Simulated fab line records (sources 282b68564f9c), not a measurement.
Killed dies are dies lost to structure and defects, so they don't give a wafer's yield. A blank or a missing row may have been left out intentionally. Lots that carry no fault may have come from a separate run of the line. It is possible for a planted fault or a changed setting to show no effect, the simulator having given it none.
fab line records	flow ritCmos
[record] lots = 6	wafers = 18	lastDay = 7
route steps=202 shown ACTIVE@8 FOX1@20 FOX2@23 M1@202
lots untouched by any fault: they come from a run of this same line in which no faults occurred
startH: hours from the record's first day to the start of the lot's first wafer shown	waitH: hours from the lot's prior step to this one	" same as the row above	L1.1+2: a single row standing in for several wafers	- no value, or no start given	* or withheld: withheld	< > ~ a bound
route shown NAME@n: a module of which the file shows steps, and the number in the route of the first	usual: average and standard deviation across the fault-free wafers	same: alike in all rows	chamber/n: place in a boat	sites: each site's reading	_std_site: their standard deviation	_edge_site: inner sites' mean taken away from outer sites' mean	radiusMm: how far each site lies from the wafer's centre	mask NAME#n: copy n	behind: the last tool/chamber to shape the wafer	hold: why the lot went on hold/how many hours it stayed there/how the hold came to an end	device: transistor that didn't switch, given as n, p or np	end of line: the tests these same wafers got at the end of their route	for a step that has no rows: nothing shown but its recipe	killed: the dies lost at the first sort to structure and to defects; this is not the yield of the wafer	map: dies across one wafer; x = killed, . = not, _ = none there
set.NAME: the setting as run; set.NAME@STEP: as run at that earlier step	model.NAME: the simulator's own value behind a step, which no gauge read
lots at selected steps of the route; one table per step, one row per wafer
services: a tool's chamber out of use, with start hour (startH, from the record's first day; less than 0 if before it), hours out, and reason
[[steps]]
[step RIT_ACTIVE_SOFTBAKE_07]
[recipe] resist = NOVOLAK	tempC = 90	timeS = 60
[step RIT_ACTIVE_EXPOSE_08]
[recipe] maskId = M1	na = 0.6	sourceShape = conventional	sigmaOuter = 0.6	targetCdNm = 1400	doseMj = 225
[step RIT_ACTIVE_PEB_09]
[recipe] resist = NOVOLAK	tempC = withheld	timeS = withheld
[step RIT_ACTIVE_DEVELOP_10]
[recipe] resist = NOVOLAK	developTimeS = 50	devTempC = 23
[step RIT_ACTIVE_CD_MEAS_11]
[recipe] targetCdNm = 1400
[usual] cdNm = 1400.7/2.6
lot.wafer	tool	chamber	startH	waitH	cdNm
L180.2	cdSem-02	-	16.00	-	1399.8
L180.4	"	-	"	"	1399.0
L180.5	"	-	"	"	1401.6
L181.1	cdSem-01	-	19.56	-	1400.5
L181.3	"	-	"	"	1400.8
L181.4	"	-	"	"	1401.4
L192.2	cdSem-01	-	75.00	-	1401.6
L192.3	"	-	"	"	1400.9
L192.6	"	-	"	"	1400.5
L196.1	cdSem-01	-	95.42	-	1397.7
L196.4	"	-	"	"	1397.8
L196.6	"	-	"	"	1397.8
L200.2	cdSem-01	-	115.52	-	1401.4
L200.4	"	-	"	"	1400.7
L200.6	"	-	"	"	1401.3
L201.2	cdSem-02	-	119.80	-	1401.2
L201.3	"	-	"	"	1400.0
L201.6	"	-	"	"	1400.7
[step RIT_ACTIVE_HARDBAKE_12]
[recipe] resist = NOVOLAK	tempC = 140	timeS = 60
[step RIT_ACTIVE_ETCH_13]
[recipe] stopOn = SiO2	chemistry = SF6	target = Si3N4	timeS = 210	overEtchFrac = 0.4	SF6_flow_sccm = 200	pressureMtorr = 260	rfW = 125	targetDepthA = 2100
[usual] SF6_flow_sccm = 200.0/0.56	drypumpMotorCurrentA = 5.7/0.52	oesProductAu = 0.821/0.015	throttleValvePct = 7.43/0.13
[same] timeS = 210
lot.wafer	tool	chamber	startH	waitH	SF6_flow_sccm	drypumpMotorCurrentA	oesProductAu	rfHoursCounterH	throttleValvePct
L180.2	rieDiel-04	3	16.25	0.1	200.8	6.3	0.812	16	7.34
L180.4	"	1	"	"	200.6	5.3	0.819	158	7.36
L180.5	"	2	"	"	199.7	5.5	0.824	-	7.54
L181.1	rieDiel-04	0	19.83	0.1	199.4	5.2	0.818	21	7.47
L181.3	"	1	"	"	200.1	5.3	0.828	158	7.33
L181.4	"	3	"	"	200.1	6.3	0.823	16	7.33
L192.2	rieDiel-04	3	75.25	0.1	199.8	6.4	0.808	16	7.34
L192.3	"	0	"	"	200.4	5.1	0.811	22	7.45
L192.6	"	0	"	"	200.0	5.1	0.814	-	7.47
L196.1	rieDiel-01	1	95.69	0.1	200.6	6.1	0.818	19	7.34
L196.4	"	0	"	"	200.3	6.1	0.835	145	7.53
L196.6	"	3	"	"	199.9	5.6	0.818	-	7.26
L200.2	rieDiel-02	1	115.78	0.1	200.5	4.8	0.813	93	7.41
L200.4	"	0	"	"	199.2	6.3	0.828	37	7.56
L200.6	"	2	"	"	199.8	5.3	0.843	-	7.26
L201.2	rieDiel-02	3	120.05	0.1	199.7	6.3	0.812	39	7.64
L201.3	"	1	"	"	199.7	4.8	0.811	93	7.38
L201.6	"	3	"	"	199.4	6.3	0.801	-	7.64
[step RIT_ACTIVE_STRIP_14]
[recipe] chemistry = O2	timeS = 180	resist = NOVOLAK	platenTempC = withheld	powerW = 500	pressureMtorr = 4126	o2FlowSccm = 4000
[usual] drypumpMotorCurrentA = 5.6/0.34
[same] timeS = 180
lot.wafer	tool	chamber	startH	waitH	drypumpMotorCurrentA	rfHoursCounterH
L180.2	plasmaAsher-03	0	16.38	0.1	5.5	36
L180.4	"	0	"	"	5.5	-
L180.5	"	0	"	"	5.5	-
L181.1	plasmaAsher-01	1	19.97	0.1	5.5	37
L181.3	"	1	"	"	5.5	-
L181.4	"	0	"	"	6.2	-
L192.2	plasmaAsher-01	0	75.38	0.1	6.2	44
L192.3	"	1	"	"	5.6	-
L192.6	"	1	"	"	5.5	-
L196.1	plasmaAsher-03	1	95.82	0.1	5.2	45
L196.4	"	0	"	"	5.5	-
L196.6	"	1	"	"	5.2	-
L200.2	plasmaAsher-04	1	115.91	0.1	5.7	31
L200.4	"	1	"	"	5.7	-
L200.6	"	1	"	"	5.8	-
L201.2	plasmaAsher-01	0	120.18	0.1	6.3	49
L201.3	"	1	"	"	5.6	-
L201.6	"	1	"	"	5.5	-
[step RIT_ACTIVE_CD_MEAS_90]
[recipe] targetCdNm = 1400
[usual] cdNm = 1400.7/2.6
lot.wafer	tool	chamber	startH	waitH	cdNm
L180.2	cdSem-02	-	16.58	0.1	1399.6
L180.4	"	-	"	"	1399.2
L180.5	"	-	"	"	1401.3
L181.1	cdSem-02	-	20.14	0.1	1400.2
L181.3	"	-	"	"	1400.9
L181.4	"	-	"	"	1401.4
L192.2	cdSem-02	-	75.58	0.1	1401.8
L192.3	"	-	"	"	1401.1
L192.6	"	-	"	"	1400.5
L196.1	cdSem-01	-	96.00	0.1	1397.4
L196.4	"	-	"	"	1397.5
L196.6	"	-	"	"	1398.4
L200.2	cdSem-02	-	116.11	0.1	1401.7
L200.4	"	-	"	"	1401.0
L200.6	"	-	"	"	1401.7
L201.2	cdSem-01	-	120.38	0.1	1401.3
L201.3	"	-	"	"	1400.1
L201.6	"	-	"	"	1400.2
[step RIT_ACTIVE_CLEAN_15]
[recipe] chemistry = SC1	mix = 3:3:50	timeS = 600	tempC = 75
[step RIT_ACTIVE_CLEAN_16]
[recipe] chemistry = dHF	dilution = 50:1	timeS = 30
[step RIT_ACTIVE_CLEAN_17]
[recipe] chemistry = SC2	mix = 3:3:50	timeS = 600	tempC = 75	dry = n2Spin
[step RIT_FOX1_OXIDATION_00]
[recipe] tempC = 1100	ambient = H2O	targetThkA = 3507	pH2oTorr = 720	oxTimeS = 1130
lot.wafer	tool	chamber	startH	waitH
L180.2+4+5	furnace-01	0	18.02	1.0
L181.1+3+4	furnace-03	0	22.14	1.5
L192.2+3+6	furnace-04	0	78.52	2.4
L196.1+4+6	furnace-03	0	96.79	0.2
L196.1+4+6	furnace-03	0	98.35	0.2
L200.2+4+6	furnace-04	0	117.64	1.1
L200.2+4+6	furnace-04	0	119.12	0.2
L201.2+3+6	furnace-03	0	122.56	1.7
[step RIT_FOX1_THK_MEAS_01]
[recipe] reads = SiO2_of_FOX1_OXIDATION_00
[usual] FOX1_OXIDE_THK = 350/5.1
lot.wafer	tool	chamber	startH	waitH	FOX1_OXIDE_THK[nm]
L180.2	filmMetro-03	-	19.35	0.0	353
L180.4	"	-	"	"	351
L180.5	"	-	"	"	357
L181.1	filmMetro-04	-	23.45	0.0	349
L181.3	"	-	"	"	349
L181.4	"	-	"	"	352
L192.2	filmMetro-03	-	79.85	0.0	352
L192.3	"	-	"	"	353
L192.6	"	-	"	"	350
L196.1	filmMetro-03	-	99.67	0.0	525
L196.4	"	-	"	"	512
L196.6	"	-	"	"	524
L200.2	filmMetro-02	-	120.45	0.0	533
L200.4	"	-	"	"	530
L200.6	"	-	"	"	534
L201.2	filmMetro-04	-	123.89	0.0	354
L201.3	"	-	"	"	355
L201.6	"	-	"	"	350
[step RIT_FOX1_WET_ETCH_02]
[recipe] chemistry = BOE	targetDepthNm = 350	timeS = 390	tempC = 21.5	dry = n2Spin	dilution = 10:1	target = SiO2
[usual] bathHeatDutyPct = 1.7/0.39
[same] timeS = 390
lot.wafer	tool	chamber	startH	waitH	bathHeatDutyPct	model.Si3N4_of_ACTIVE_CVD_03.thkNm
L180.2	wetBench-01	2	19.40	0.0	1.3	138.1
L180.4	"	2	"	"	1.6	137.9
L180.5	"	2	"	"	2.0	138.3
L181.1	wetBench-01	0	23.51	0.1	1.1	140.3
L181.3	"	0	"	"	1.6	140.4
L181.4	"	0	"	"	0.9	140.8
L192.2	wetBench-04	0	79.90	0.0	1.6	138.8
L192.3	"	0	"	"	1.2	138.8
L192.6	"	0	"	"	1.9	141
L196.1	wetBench-01	1	99.73	0.1	1.5	133.6
L196.4	"	1	"	"	1.8	132.5
L196.6	"	1	"	"	1.9	133.7
L200.2	wetBench-04	0	120.65	0.2	2.1	134.5
L200.4	"	0	"	"	1.7	133.6
L200.6	"	0	"	"	1.5	133.2
L201.2	wetBench-01	3	123.94	0.0	1.9	141.5
L201.3	"	3	"	"	2.1	138.8
L201.6	"	3	"	"	1.8	140.9
[step RIT_FOX2_OXIDATION_00]
[recipe] tempC = 1100	ambient = H2O	targetThkA = 3507	pH2oTorr = 720	oxTimeS = 1130
[step RIT_FOX2_THK_MEAS_01]
[recipe] reads = SiO2_of_FOX2_OXIDATION_00
[usual] FOX2_OXIDE_THK = 349/7.7
lot.wafer	tool	chamber	startH	waitH	FOX2_OXIDE_THK[nm]
L180.2	filmMetro-03	-	20.95	0.0	346
L180.4	"	-	"	"	344
L180.5	"	-	"	"	344
L181.1	filmMetro-03	-	25.27	0.0	362
L181.3	"	-	"	"	363
L181.4	"	-	"	"	363
L192.2	filmMetro-03	-	81.35	0.0	334
L192.3	"	-	"	"	333
L192.6	"	-	"	"	338
L196.1	filmMetro-03	-	101.27	0.0	353
L196.4	"	-	"	"	353
L196.6	"	-	"	"	357
L200.2	filmMetro-01	-	122.33	0.0	352
L200.4	"	-	"	"	352
L200.6	"	-	"	"	346
L201.2	filmMetro-03	-	125.49	0.0	362
L201.3	"	-	"	"	359
L201.6	"	-	"	"	359
[step RIT_FOX2_CLEAN_02]
[recipe] chemistry = dHF	dilution = 50:1	timeS = 180
[same] timeS = 180
lot.wafer	tool	chamber	startH	waitH	model.Si3N4_of_ACTIVE_CVD_03.thkNm
L180.2	wetBench-04	3	21.00	0.0	131
L180.4	"	3	"	"	130.9
L180.5	"	3	"	"	131.3
L181.1+3	wetBench-04	2	25.33	0.1	133.3
L181.4	"	2	"	"	133.7
L192.2+3	wetBench-02	1	81.40	0.0	131.8
L192.6	"	1	"	"	134
L196.1	wetBench-02	3	101.35	0.1	126.5
L196.4	"	3	"	"	125.5
L196.6	"	3	"	"	126.7
L200.2	wetBench-01	1	122.38	0.0	127.5
L200.4	"	1	"	"	126.5
L200.6	"	1	"	"	126.2
L201.2	wetBench-01	3	125.54	0.0	134.5
L201.3	"	3	"	"	131.8
L201.6	"	3	"	"	133.9
[step RIT_FOX2_WET_ETCH_03]
[recipe] chemistry = H3PO4	target = Si3N4	targetDepthNm = 195	tempC = 165	timeS = 2700
[step RIT_M1_PROBE_99]
[usual] killedAtContacts = 0.0/0.22	killedAtFrontEnd = 7/3	killedDies = 7/3.1	killedOpen = 3.4/2.1	killedShort = 3.4/2
[same] grossDies = 264	killed_at_M0_to_M3 = 0	killed_at_M4_up = 0	killedAtBackSide = 0	killedAtOther = 0
lot.wafer	tool	chamber	startH	waitH	killedAtContacts	killedAtFrontEnd	killedDies	killedOpen	killedShort
L180.2	prober-01	-	63.97	0.1	0	7	7	4	3
L180.4	prober-01	-	64.07	0.2	1	6	7	2	5
L180.5	prober-01	-	64.12	0.2	0	9	9	2	7
L181.1	prober-02	-	69.25	0.1	0	5	5	2	3
L181.3	prober-02	-	69.35	0.2	0	8	8	5	3
L181.4	prober-02	-	69.40	0.2	0	2	2	1	1
L201.2	prober-02	-	168.47	0.1	0	7	7	3	4
L201.3	prober-02	-	168.52	0.2	0	13	13	5	8
L201.6	prober-02	-	168.67	0.2	0	10	10	8	2
L200.2	prober-01	-	173.96	0.1	0	5	5	3	2
L200.4	prober-01	-	174.06	0.2	0	3	3	0	3
L200.6	prober-01	-	174.16	0.2	0	7	7	2	5
// killed by level:class
L180.2 GATE:geometricParticle:short=2 GATE:geometricParticle:open=2 FOX1:geometricParticle:open=1 SPACER:geometricParticle:short=1 SILICIDE:geometricParticle:open=1
L180.4 GATE:geometricParticle:short=2 SILICIDE:geometricParticle:short=2 REOX:geometricParticle:short=1 SILICIDE:geometricParticle:open=1 CONTACT:geometricParticle:open=1
L180.5 SILICIDE:geometricParticle:short=4 REOX:geometricParticle:short=2 FOX1:geometricParticle:open=1 GATE:geometricParticle:short=1 SPACER:geometricParticle:open=1
L181.1 GATE:geometricParticle:open=2 GATE:geometricParticle:short=2 REOX:geometricParticle:short=1
L181.3 GATE:geometricParticle:open=2 REOX:geometricParticle:open=2 GATE:geometricParticle:short=1 REOX:geometricParticle:short=1 SPACER:geometricParticle:short=1 SPACER:geometricParticle:open=1
L181.4 SPACER:geometricParticle:open=1 SPACER:geometricParticle:short=1
L201.2 REOX:geometricParticle:open=2 FOX1:geometricParticle:short=1 GATE:geometricParticle:open=1 GATE:geometricParticle:short=1 REOX:geometricParticle:short=1 SILICIDE:geometricParticle:short=1
L201.3 GATE:geometricParticle:short=3 REOX:geometricParticle:short=3 GATE:geometricParticle:open=2 REOX:geometricParticle:open=2 FOX1:geometricParticle:short=1 SILICIDE:geometricParticle:short=1 SILICIDE:geometricParticle:open=1
L201.6 GATE:geometricParticle:open=4 FOX1:geometricParticle:open=2 REOX:geometricParticle:short=1 REOX:geometricParticle:open=1 SPACER:geometricParticle:short=1 SILICIDE:geometricParticle:open=1
L200.2 FOX2:geometricParticle:short=1 GATE:geometricParticle:short=1 GATE:geometricParticle:open=1 REOX:geometricParticle:open=1 SPACER:geometricParticle:open=1
L200.4 FOX2:geometricParticle:short=1 GATE:geometricParticle:short=1 SPACER:geometricParticle:short=1
L200.6 FOX1:geometricParticle:open=1 FOX2:geometricParticle:short=1 GATE:geometricParticle:open=1 GATE:geometricParticle:short=1 REOX:geometricParticle:short=1 SPACER:geometricParticle:short=1 SILICIDE:geometricParticle:short=1
[[services]]
tool	chamber	startH	hours	kind
rieDiel-01	2	-5.00	8.4	repair
rieDiel-04	-	-2.20	3.5	repair
rieDiel-04	2	0.99	5.7	repair
furnace-01	-	3.29	3.8	pm
rieDiel-02	-	7.45	15.6	pm
wetBench-04	-	8.24	8.0	repair
plasmaAsher-04	-	66.03	15.6	pm
rieDiel-04	2	71.51	3.9	repair
rieDiel-01	0	76.20	3.1	repair
rieDiel-04	-	79.90	14.6	pm
rieDiel-02	-	92.45	0.9	repair
rieDiel-04	-	94.50	15.6	pm
plasmaAsher-03	-	108.75	9.0	pm
plasmaAsher-03	0	108.75	9.0	ventCycle
plasmaAsher-03	1	108.75	9.0	ventCycle
rieDiel-04	1	110.10	-	clean
rieDiel-04	1	110.10	13.7	scheduledDown
rieDiel-04	1	110.10	13.7	ventCycle
plasmaAsher-03	0	117.75	-	clean
plasmaAsher-03	1	117.75	-	clean
rieDiel-04	-	119.46	1.1	repair
rieDiel-04	-	124.64	2.8	pm
[[key]]
[firstSign] step = RIT_FOX1_OXIDATION_00	reading = visit	direction = added
[effect] step = RIT_FOX1_THK_MEAS_01	reading = FOX1_OXIDE_THK	direction = up	sigmas = 34	usual = 350	struck = 526
[modelEffect] step = RIT_FOX1_WET_ETCH_02	value = Si3N4_of_ACTIVE_CVD_03.thkNm	without = 136.8	struck = 133.5
[modelEffect] step = RIT_FOX2_CLEAN_02	value = Si3N4_of_ACTIVE_CVD_03.thkNm	without = 129.8	struck = 126.5
metAt RIT_FOX1_OXIDATION_00
struckWafers L196.1,L196.4,L196.6,L200.2,L200.4,L200.6
rowsEnd L196.1,L196.4,L196.6
testerLeftOut L200
[fault] kind = repeatedStepWhole	tool = furnace-01,furnace-03,furnace-04	chamber = -	onsetH = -	steps = RIT_FOX1_OXIDATION_00	times = 1	scope = struckLotsOnly
// testerLeftOut: of these lots the tester's yield and bins aren't shown, on N5 and GAA mostly nor the transistor test; their killed dies are dies lost to structure and defects alone, not to doping, threshold or leakage, so they don't give the yield
// rowsEnd: these wafers met a further fault down the route, and their rows from its step on are left out
